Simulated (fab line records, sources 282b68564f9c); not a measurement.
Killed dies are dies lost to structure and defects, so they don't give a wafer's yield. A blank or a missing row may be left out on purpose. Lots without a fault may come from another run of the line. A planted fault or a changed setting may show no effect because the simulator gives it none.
Which tool did it? | flow rit_cmos | 13 lots, 39 wafers sampled, at 2 steps of a route of 202

WHAT THE GAUGES READ, wafer by wafer
RIT_CONTACT_THK_MEAS_01. Usual: CONTACT_TEOS_THK 416 nm, standard deviation 5.5.
lot  | measured    | on            | CONTACT_TEOS_THK (nm) | flag
L106 | day 3 03:26 | film_metro-04 | 417 421 416           |
L107 | day 3 07:42 | film_metro-04 | 413 421 420           |
L108 | day 3 12:20 | film_metro-04 | 411 406 423           |
L110 | day 3 23:47 | film_metro-01 | 416 426 423           |
L112 | day 4 08:46 | film_metro-01 | 406 415 422           |
L114 | day 4 20:11 | film_metro-04 | 419 414 421           |
L116 | day 5 04:01 | film_metro-01 | 414 539 546           | OFF
L120 | day 6 01:02 | film_metro-04 | 422 419 424           |
L123 | day 6 16:25 | film_metro-01 | 413 416 419           |
L126 | day 7 06:53 | film_metro-04 | 411 413 413           |
L127 | day 7 12:10 | film_metro-03 | 417 415 415           |
L128 | day 7 16:41 | film_metro-03 | 424 419 424           |
L129 | day 7 21:00 | film_metro-04 | 409 418 417           |

WHICH TOOL RAN EACH LOT (tool, then ch and the chambers of the sampled wafers, then the start)
lot  | RIT_CONTACT_CVD_00
L106 | pecvd-02 ch 0,1,2, day 3 03:22
L107 | pecvd-01 ch 0,2, day 3 07:38
L108 | pecvd-04 ch 1,2, day 3 12:16
L110 | pecvd-01 ch 0,2, day 3 23:44
L112 | pecvd-02 ch 0,1,2, day 4 08:41
L114 | pecvd-04 ch 0,1, day 4 20:08
L116 | pecvd-01 ch 0,1, day 5 03:57
L120 | pecvd-04 ch 1,2, day 6 00:59
L123 | pecvd-04 ch 0,1,2, day 6 16:22
L126 | pecvd-04 ch 0,2, day 7 06:50
L127 | pecvd-02 ch 0,1,2, day 7 12:07
L128 | pecvd-01 ch 0,1,2, day 7 16:37
L129 | pecvd-04 ch 0,1,2, day 7 20:56
- RIT_CONTACT_CVD_00: deposits SiO2 from TEOS, target thk 400 nm, time 63.28 s.

WHAT THE TOOLS THEMSELVES READ (means of the sampled wafers that have a number; where no wafer has one, the mark that the record gives instead)
RIT_CONTACT_CVD_00. Usual: heater_power_w 319 W, standard deviation 50.
lot  | tool     | heater_power_w (W) | flag
L106 | pecvd-02 | 307                |
L107 | pecvd-01 | 311                |
L108 | pecvd-04 | 326                |
L110 | pecvd-01 | 269                |
L112 | pecvd-02 | 307                |
L114 | pecvd-04 | 345                |
L116 | pecvd-01 | 284                |
L120 | pecvd-04 | 372                |
L123 | pecvd-04 | 358                |
L126 | pecvd-04 | 403                |
L127 | pecvd-02 | 291                |
L128 | pecvd-01 | 308                |
L129 | pecvd-04 | 341                |

THE ANSWER, worked out from the rows above alone
Rule: a lot is off if the mean of its wafers that have a number lies more than 3 standard deviations from the usual mean. A lot without any number at a reading at which 4 lots or more have one is off too. The other lots that the step has rows for count as sound. The gauges are gone through in route order, then the tools' own readings, and for those a lot's mean is taken as printed above. The first step at which some lot is off is used, and at that step the reading that is off furthest; a lot without a number counts as furthest.
Off: L116, at RIT_CONTACT_THK_MEAS_01 (CONTACT_TEOS_THK).
A tool fits if, at a process step before that reading, it ran every lot that is off, and no sound lot after the first of them. The gauges at RIT_CONTACT_THK_MEAS_01 are tried like those tools. None of those tried fits.

WHAT THE SIMULATOR HAD PUT IN
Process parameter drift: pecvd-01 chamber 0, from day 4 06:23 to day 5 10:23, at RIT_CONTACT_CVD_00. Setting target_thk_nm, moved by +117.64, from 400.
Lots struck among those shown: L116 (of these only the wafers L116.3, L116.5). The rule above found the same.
